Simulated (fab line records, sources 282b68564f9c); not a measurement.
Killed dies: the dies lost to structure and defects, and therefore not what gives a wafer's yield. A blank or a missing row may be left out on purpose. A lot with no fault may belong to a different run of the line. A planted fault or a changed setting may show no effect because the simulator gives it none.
One fault through the eyes of 2 desks | flow ritCmos | each desk has only its own numbers; what lay behind them comes last

== METROLOGY DESK ==
What the gauges read, lot by lot, whatever tool the lot ran on: means of the sampled wafers that have a number. Marked OUT: a lot whose mean sits more than 4 standard deviations from the usual mean, which makes it out of limits; the brackets give that distance.
Columns: A = cdNm at RIT_GATE_CD_MEAS_16, usual 150.4 nm; B = NLDD_TW at RIT_NLDD_TW_MEAS_10, usual 2508; C = NLDD_RS at RIT_SDANNEAL_RS_MEAS_07, usual 151.8 ohm/sq
lot  | first seen here | A     | B              | C
L118 | day 2 21:20     | 149.0 | 2499           | 151.5
L120 | day 3 07:04     | 151.4 | 2511           | 151.3
L123 | day 3 19:07     | 146.6 | 2494           | 151.8
L124 | day 4 03:39     | 152.0 | 2511           | 151.9
L125 | day 4 05:26     | 149.2 | 2517           | 151.8
L126 | day 4 09:49     | 155.5 | 2515           | 151.3
L127 | day 4 19:42     | 151.9 | 2529           | 151.9
L128 | day 4 20:34     | 149.3 | 2517           | 151.9
L130 | day 5 05:28     | 151.2 | 2504           | 152.4
L133 | day 5 21:37     | 150.5 | 2672 (+13) OUT | 122.6 (-62) OUT
L134 | day 6 01:08     | 151.6 | 2513           | 152.0
L135 | day 6 06:13     | 149.2 | 2521           | 151.6
L136 | day 6 13:10     | 146.4 | 2670 (+12) OUT | 122.3 (-63) OUT
L139 | day 7 04:35     | 147.8 | 2689 (+14) OUT | 122.8 (-62) OUT
L140 | day 7 12:09     | 154.3 | 2498           | 151.1
This desk's finding: out of limits on L133, L136, L139; first on L133, day 6 02:39 (NLDD_TW at RIT_NLDD_TW_MEAS_10). Within limits: L118, L120, L123, L124, L125, L126, L127, L128, L130, L134, L135, L140.

== DESK OF THE TOOL OWNER: implanter-03 ==
The tool's own readings at RIT_NLDD_IMPLANT_08, given as means over the sampled wafers that have a number, one for each lot that went through this tool. Marked OUT: a lot whose mean sits more than 4 standard deviations from the usual mean, which makes it out of limits; the brackets give that distance.
Columns: A = doseIonsCm2 at RIT_NLDD_IMPLANT_08, usual 4.999e+14; B = faradayCurrentUA at RIT_NLDD_IMPLANT_08, usual 1574
lot  | first seen here | A                           | B
L125 | day 4 10:35     | 4.998e+14                   | 1586
L128 | day 5 01:20     | 4.997e+14                   | 1571
L133 | day 6 02:20     | 6.498e+14 (+99 or more) OUT | 2007 (+14) OUT
L136 | day 6 18:03     | 6.505e+14 (+99 or more) OUT | 2058 (+16) OUT
L139 | day 7 10:07     | 6.501e+14 (+99 or more) OUT | 2053 (+16) OUT
This desk's finding: out of limits on L133, L136, L139; first on L133, day 6 02:20 (doseIonsCm2 at RIT_NLDD_IMPLANT_08). Within limits: L125, L128.

== ALL TOGETHER ==
An alarm could have come from the tool owner's desk at day 6 02:20, on L133, L136, L139.
Metrology desk: alarm possible at day 6 02:39 on L133, L136, L139.
All the named lots went through RIT_NLDD_IMPLANT_08 on implanter-03.

== WHAT THE SIMULATOR PUT IN ==
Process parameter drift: implanter-03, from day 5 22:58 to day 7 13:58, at RIT_NLDD_IMPLANT_08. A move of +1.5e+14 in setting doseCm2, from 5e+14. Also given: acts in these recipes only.
Shown lots that were struck: L133, L136, L139.
Hours from the fault's start to each desk's first reading out of limits: the tool owner's desk, 3; the metrology desk, 4.
